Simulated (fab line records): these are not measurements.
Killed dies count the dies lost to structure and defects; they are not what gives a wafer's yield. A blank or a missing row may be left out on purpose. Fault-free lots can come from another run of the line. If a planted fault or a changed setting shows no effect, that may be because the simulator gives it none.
Struck lot and sound lot, side by side ; flow berkeley cmos170 ; 23 out of 331 route steps
Sound: these wafers, L171.3, L171.5, L171.6. Wafers L184.4, L184.5, L184.6 were the ones struck. Last of all comes the cause.
At each step with rows: each side's tool, then ch and its chambers, then its first start. Under that, the readings that differ: sound wafers ; struck wafers ; difference of the means ; sigmas: that difference in standard deviations of wafers without a fault.
alike: a reading whose means differ by less than 2 such deviations, as well as words and numbers matching on both sides. not compared: withheld readings; readings where some wafer has no value; bounds like >300 that might hide an equal value; numbers whose values overlap and for which the record gives no deviation.
Wherever a step has rows on one side only, a row that says differs or no value, or a row with sigmas, the two part there. Non-overlapping numbers with no deviation appear without sigmas and do not part them. A reading that every wafer of one side lacks parts them only if that side has two wafers or more.

first, 6 steps without rows for these wafers: UCB170_ZERO_HMDS_00 (prime time 60 s); UCB170_ZERO_COAT_01 (resist thk 900 nm); UCB170_ZERO_SOFTBAKE_02 (time 60 s); UCB170_ZERO_EXPOSE_03 (exposes mask PM MARKS, target cd 4000 nm); UCB170_ZERO_PEB_04; UCB170_ZERO_DEVELOP_05 (develop time 45 s).
UCB170_ZERO_ETCH_06: etches SiO2 in CHF3/CF4/Ar, time 12 s.
  sound on rie diel-04 ch 0,3, day 1 19:46; struck on rie diel-03 ch 1,2,3, day 4 12:46
  alike: CHF3_flow_sccm, cf4 flow sccm, drypump motor current A, oes product au, throttle valve pct
  not compared: rf hours counter h
UCB170_ZERO_STRIP_07: strips in O2.
  sound on plasma asher-01 ch 0,1, day 1 19:50; struck on plasma asher-01 ch 0,1, day 4 12:50
  alike: drypump motor current A, oes product au, strip time to endpoint s
  not compared: rf hours counter h
then, 2 steps without rows for these wafers: UCB170_NWELL_WET_ETCH_00 (etches SiO2 in dHF, time 200 s); UCB170_NWELL_OXIDATION_01 (target thk 26.4 nm, ox time 1260 s).
UCB170_NWELL_THK_MEAS_02:
  struck on film metro-04, day 4 16:48; sound on film metro-03, day 2 01:10
  alike: NWELL_OXIDE_THK
then, 1 step without rows for these wafers: UCB170_NWELL_ANNEAL_03 (time 900 s).
UCB170_NWELL_CVD_04: deposits Si3N4 from SiH2Cl2/NH3, target thk 224 nm, time 3360 s.
  sound on lpcvd-02 ch 1, day 2 08:25; struck on lpcvd-01 ch 1, day 4 21:56
  alike: spike tc source C
UCB170_NWELL_THK_MEAS_05:
  struck on film metro-02, day 4 23:54; sound on film metro-04, day 2 10:22
reading;sound;struck;difference;sigmas
NWELL_NITRIDE_THK (nm);225.6 225.8 225.3;450.7 450.8 450.4;+225.1;+99 or more
then, 6 steps without rows for these wafers: UCB170_NWELL_HMDS_06 (prime time 60 s); UCB170_NWELL_COAT_07 (resist thk 900 nm); UCB170_NWELL_SOFTBAKE_08 (time 60 s); UCB170_NWELL_EXPOSE_09 (exposes mask NWELL, target cd 3000 nm); UCB170_NWELL_PEB_10; UCB170_NWELL_DEVELOP_11 (develop time 45 s).
UCB170_NWELL_OVL_MEAS_12:
  struck on overlay-01, day 5 01:11; sound on overlay-02, day 2 11:16
reading;sound;struck;difference;sigmas
NWELL_OVL (nm);6 18 12;4 -4 -1;-12;-2
UCB170_NWELL_ETCH_13: etches Si3N4 in CH3F/Ar/O2, stops on SiO2, target depth 246.4 nm, time 154 s.
  sound on rie diel-01 ch 0,1, day 2 11:17; struck on rie diel-01 ch 2,3, day 5 01:13
reading;sound;struck;difference;sigmas
oes product au (a.u.);0.951 0.952 0.932;0.996 0.993 1.017;+0.057;+4
model.etch.depth nm (nm);225.4 225.5 225.2;246.1 245.6 243.3;+19.6;
  alike: drypump motor current A, throttle valve pct
  not compared: rf hours counter h
following that, these wafers have no rows for 1 step: UCB170_NWELL_IMPLANT_14.

## WHERE THEY PART
At UCB170_NWELL_THK_MEAS_05 first; at UCB170_NWELL_ETCH_13 last (within this record only).

WHY: what had been put in by the simulator
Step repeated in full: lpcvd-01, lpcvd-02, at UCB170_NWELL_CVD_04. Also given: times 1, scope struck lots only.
